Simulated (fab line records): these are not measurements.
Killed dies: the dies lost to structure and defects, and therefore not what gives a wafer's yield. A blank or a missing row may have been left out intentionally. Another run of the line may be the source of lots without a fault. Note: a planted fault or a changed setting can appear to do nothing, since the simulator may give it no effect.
Split-lot experiment + flow berkeley cmos170 + 5 lots, 23 wafers read, on a route of 331 steps

ON THE SPLIT
At UCB170_M2_SPUTTER_01 (material Al, target thk 900 nm, time 120 s), the setting chamber pressure pa was moved away from the recipe's 0.5 Pa on 15 of the 23 wafers read, by -14.5% to +9.6%. All remaining wafers had this setting at the recipe value.

Reading taken at the split's own step.

THE READING
Al_of_M2_SPUTTER_01.thk nm (the simulator's own value, which no gauge read), in nm, at UCB170_M2_SPUTTER_01 (material Al, target thk 900 nm, time 120 s). The file gives no usual value for it. Across the 8 wafers here that went through the recipe, the average is 912.1 nm and the standard deviation 5.1 nm.

| wafer  | tool, chamber at the split | chamber pressure pa as run, Pa | against the recipe | Al_of_M2_SPUTTER_01.thk nm, nm | against lot-mates on the recipe |
|--------|----------------------------|--------------------------------|--------------------|--------------------------------|---------------------------------|
| L075.1 | pvd sputter-04, -          | 0.5479                         | +9.6%              | 872.8                          | no lot-mate on the recipe       |
| L075.2 | pvd sputter-04, -          | 0.5479                         | +9.6%              | 883.5                          | no lot-mate on the recipe       |
| L075.3 | pvd sputter-04, -          | 0.5479                         | +9.6%              | 883.1                          | no lot-mate on the recipe       |
| L075.4 | pvd sputter-04, -          | 0.5479                         | +9.6%              | 878.8                          | no lot-mate on the recipe       |
| L075.6 | pvd sputter-04, -          | 0.5479                         | +9.6%              | 886                            | no lot-mate on the recipe       |
| L078.1 | pvd sputter-01, -          | 0.4661                         | -6.8%              | 913.8                          | no lot-mate on the recipe       |
| L078.2 | pvd sputter-01, -          | 0.4661                         | -6.8%              | 917.3                          | no lot-mate on the recipe       |
| L078.3 | pvd sputter-01, -          | 0.4661                         | -6.8%              | 906.6                          | no lot-mate on the recipe       |
| L078.5 | pvd sputter-01, -          | 0.4661                         | -6.8%              | 912.4                          | no lot-mate on the recipe       |
| L078.6 | pvd sputter-01, -          | 0.4661                         | -6.8%              | 919.9                          | no lot-mate on the recipe       |
| L080.1 | pvd sputter-02, -          | 0.4274                         | -14.5%             | 949.9                          | no lot-mate on the recipe       |
| L080.2 | pvd sputter-02, -          | 0.4274                         | -14.5%             | 949.1                          | no lot-mate on the recipe       |
| L080.4 | pvd sputter-02, -          | 0.4274                         | -14.5%             | 951                            | no lot-mate on the recipe       |
| L080.5 | pvd sputter-02, -          | 0.4274                         | -14.5%             | 967.9                          | no lot-mate on the recipe       |
| L080.6 | pvd sputter-02, -          | 0.4274                         | -14.5%             | 949.2                          | no lot-mate on the recipe       |
| L082.2 | pvd sputter-02, -          | 0.5                            | recipe             | 913.7                          | -                               |
| L082.3 | pvd sputter-02, -          | 0.5                            | recipe             | 901.6                          | -                               |
| L082.6 | pvd sputter-02, -          | 0.5                            | recipe             | 917.4                          | -                               |
| L085.2 | pvd sputter-01, -          | 0.5                            | recipe             | 913.3                          | -                               |
| L085.3 | pvd sputter-01, -          | 0.5                            | recipe             | 918.5                          | -                               |
| L085.4 | pvd sputter-01, -          | 0.5                            | recipe             | 912.4                          | -                               |
| L085.6 | pvd sputter-01, -          | 0.5                            | recipe             | 912.4                          | -                               |
| L085.5 | pvd sputter-01, -          | 0.5                            | recipe             | 907.4                          | -                               |

FIT RESULTS
A straight line over all 23 wafers: Al_of_M2_SPUTTER_01.thk nm changes by -2.77 nm for each +1% of chamber pressure pa; r = -0.93; the points scatter about the line by 9.2 nm.
Too few moved wafers have a lot-mate on the recipe to fit a line with each lot's own level taken away.

FILE'S OWN FIT
Al_of_M2_SPUTTER_01.thk nm changes by -2.77 nm for each +1% of chamber pressure pa, r = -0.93.
